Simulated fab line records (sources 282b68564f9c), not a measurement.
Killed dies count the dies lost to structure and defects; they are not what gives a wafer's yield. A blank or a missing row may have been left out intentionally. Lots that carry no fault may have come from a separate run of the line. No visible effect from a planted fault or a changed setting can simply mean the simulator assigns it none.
Which tool is to blame? :: flow ritCmos :: 14 lots with 42 wafers sampled at 2 steps, on a route of 202 steps

== WHAT THE GAUGES READ, wafer by wafer ==
The record holds no reading of a measuring or inspecting step that can be judged against a usual standard deviation.

== WHICH TOOL RAN EACH LOT (tool, then ch and the chambers of the sampled wafers, then the start) ==
lot: L666
RIT_PLDD_STRIP_09: plasmaAsher-01 ch 0,1, day 3 03:55
RIT_M1_PROBE_99: -

lot: L667
RIT_PLDD_STRIP_09: plasmaAsher-02 ch 0,1, day 3 09:29
RIT_M1_PROBE_99: -

lot: L668
RIT_PLDD_STRIP_09: plasmaAsher-01 ch 0,1, day 3 15:52
RIT_M1_PROBE_99: prober-01, day 4 05:31

lot: L670
RIT_PLDD_STRIP_09: plasmaAsher-01 ch 0,1, day 4 07:01
RIT_M1_PROBE_99: -

lot: L671
RIT_PLDD_STRIP_09: plasmaAsher-04 ch 0,1, day 4 12:17
RIT_M1_PROBE_99: -

lot: L673
RIT_PLDD_STRIP_09: plasmaAsher-04 ch 0,1, day 4 18:45
RIT_M1_PROBE_99: -

lot: L674
RIT_PLDD_STRIP_09: plasmaAsher-02 ch 0,1, day 4 19:14
RIT_M1_PROBE_99: prober-01, day 5 11:01

lot: L678
RIT_PLDD_STRIP_09: plasmaAsher-01 ch 0, day 5 17:57
RIT_M1_PROBE_99: prober-01, day 6 07:59

lot: L679
RIT_PLDD_STRIP_09: plasmaAsher-01 ch 0,1, day 5 22:31
RIT_M1_PROBE_99: prober-02, day 6 12:01

lot: L685
RIT_PLDD_STRIP_09: plasmaAsher-04 ch 0,1, day 6 23:05
RIT_M1_PROBE_99: -

lot: L686
RIT_PLDD_STRIP_09: plasmaAsher-02 ch 0,1, day 7 02:36
RIT_M1_PROBE_99: prober-01, day 7 16:20

lot: L687
RIT_PLDD_STRIP_09: plasmaAsher-04 ch 0,1, day 7 07:10
RIT_M1_PROBE_99: prober-02, day 7 20:56

lot: L688
RIT_PLDD_STRIP_09: plasmaAsher-02 ch 0,1, day 7 15:17
RIT_M1_PROBE_99: -

lot: L689
RIT_PLDD_STRIP_09: plasmaAsher-04 ch 0,1, day 7 20:57
RIT_M1_PROBE_99: prober-02, day 8 11:49
- RIT_PLDD_STRIP_09: strips in O2, time 180 s.
- RIT_M1_PROBE_99

== WHAT THE TOOLS THEMSELVES READ (means of the sampled wafers that have a number; where no wafer has one, the mark that the record gives instead) ==
RIT_PLDD_STRIP_09.
lot: L666
tool: plasmaAsher-01
chamberPressureMTorr (mTorr): 4002
drypumpMotorCurrentA (A): 5.84

lot: L667
tool: plasmaAsher-02
chamberPressureMTorr (mTorr): 4002
drypumpMotorCurrentA (A): 5.94

lot: L668
tool: plasmaAsher-01
chamberPressureMTorr (mTorr): 3999
drypumpMotorCurrentA (A): 5.85

lot: L670
tool: plasmaAsher-01
chamberPressureMTorr (mTorr): 3999
drypumpMotorCurrentA (A): 5.85

lot: L671
tool: plasmaAsher-04
chamberPressureMTorr (mTorr): 4003
drypumpMotorCurrentA (A): 5.41

lot: L673
tool: plasmaAsher-04
chamberPressureMTorr (mTorr): 4000
drypumpMotorCurrentA (A): 5.59

lot: L674
tool: plasmaAsher-02
chamberPressureMTorr (mTorr): 4002
drypumpMotorCurrentA (A): 5.94

lot: L678
tool: plasmaAsher-01
chamberPressureMTorr (mTorr): -
drypumpMotorCurrentA (A): -

lot: L679
tool: plasmaAsher-01
chamberPressureMTorr (mTorr): -
drypumpMotorCurrentA (A): -

lot: L685
tool: plasmaAsher-04
chamberPressureMTorr (mTorr): 3999
drypumpMotorCurrentA (A): 5.62

lot: L686
tool: plasmaAsher-02
chamberPressureMTorr (mTorr): 4003
drypumpMotorCurrentA (A): 5.94

lot: L687
tool: plasmaAsher-04
chamberPressureMTorr (mTorr): 4001
drypumpMotorCurrentA (A): 5.41

lot: L688
tool: plasmaAsher-02
chamberPressureMTorr (mTorr): 4000
drypumpMotorCurrentA (A): 5.94

lot: L689
tool: plasmaAsher-04
chamberPressureMTorr (mTorr): 3999
drypumpMotorCurrentA (A): 5.64

RIT_M1_PROBE_99.
lot: L668
tool: prober-01
killedAtContacts: 0.0
killedAtFrontEnd: 6.0
killedDies: 6.0
killedOnRim: 0.3
killedOpen: 3.7
killedShort: 2.3

lot: L674
tool: prober-01
killedAtContacts: 0.0
killedAtFrontEnd: 7.7
killedDies: 7.7
killedOnRim: 1.7
killedOpen: 3.0
killedShort: 4.7

lot: L678
tool: prober-01
killedAtContacts: 0.0
killedAtFrontEnd: 264.0
killedDies: 264.0
killedOnRim: 70.0
killedOpen: 3.0
killedShort: 3.3

lot: L679
tool: prober-02
killedAtContacts: 0.0
killedAtFrontEnd: 264.0
killedDies: 264.0
killedOnRim: 70.0
killedOpen: 3.3
killedShort: 4.3

lot: L686
tool: prober-01
killedAtContacts: 0.0
killedAtFrontEnd: 5.0
killedDies: 5.0
killedOnRim: 1.0
killedOpen: 2.3
killedShort: 2.7

lot: L687
tool: prober-02
killedAtContacts: 0.0
killedAtFrontEnd: 8.7
killedDies: 8.7
killedOnRim: 2.3
killedOpen: 4.7
killedShort: 4.0

lot: L689
tool: prober-02
killedAtContacts: 0.0
killedAtFrontEnd: 6.7
killedDies: 6.7
killedOnRim: 2.0
killedOpen: 2.7
killedShort: 4.0

== THE ANSWER, worked out from the rows above alone ==
Rule: what is usual is taken from the lots themselves. The widest of any qualifying gaps counts: lots, ordered by their means at a reading, are off when they make up no more than a third of the lots, leave a main group of 4 or more, and stand apart from it by 3 or more times the standard deviation of that group's means. A main group whose means are all the same, to the digits that the tables above print for the reading, isn't used. Also off: a lot with no number at a reading for which 4 or more lots have one. Where the step has rows for the other lots, those lots are counted as sound. First the gauges in route order, then the tools' own readings, where a lot's mean is used as printed above. The first step at which some lot is off is used, and at that step the reading that is off furthest; a lot without a number counts as furthest.
Off: L678, L679, at RIT_PLDD_STRIP_09 (chamberPressureMTorr). Without a number there: L678, L679. Mean 4001 mTorr and standard deviation 1.5 in the main group.
A tool fits if, at that step or a process step before it, it ran every lot that is off, and no sound lot after the first of them. One fits: plasmaAsher-01 at RIT_PLDD_STRIP_09. Its last sound lot is L670 (day 4 07:01), its first lot that is off L678 (day 5 17:57): a fault that began between those two fits.
Blank at RIT_PLDD_STRIP_09 on the lots that are off, where sound lots have numbers: chamberPressureMTorr, drypumpMotorCurrentA.

== WHAT WAS PUT IN BY THE SIMULATOR ==
Entire step skipped (plasmaAsher-01, RIT_PLDD_STRIP_09), from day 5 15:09 onward. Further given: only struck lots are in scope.
Shown lots that were struck: L678, L679. This agrees with what the rule above found.
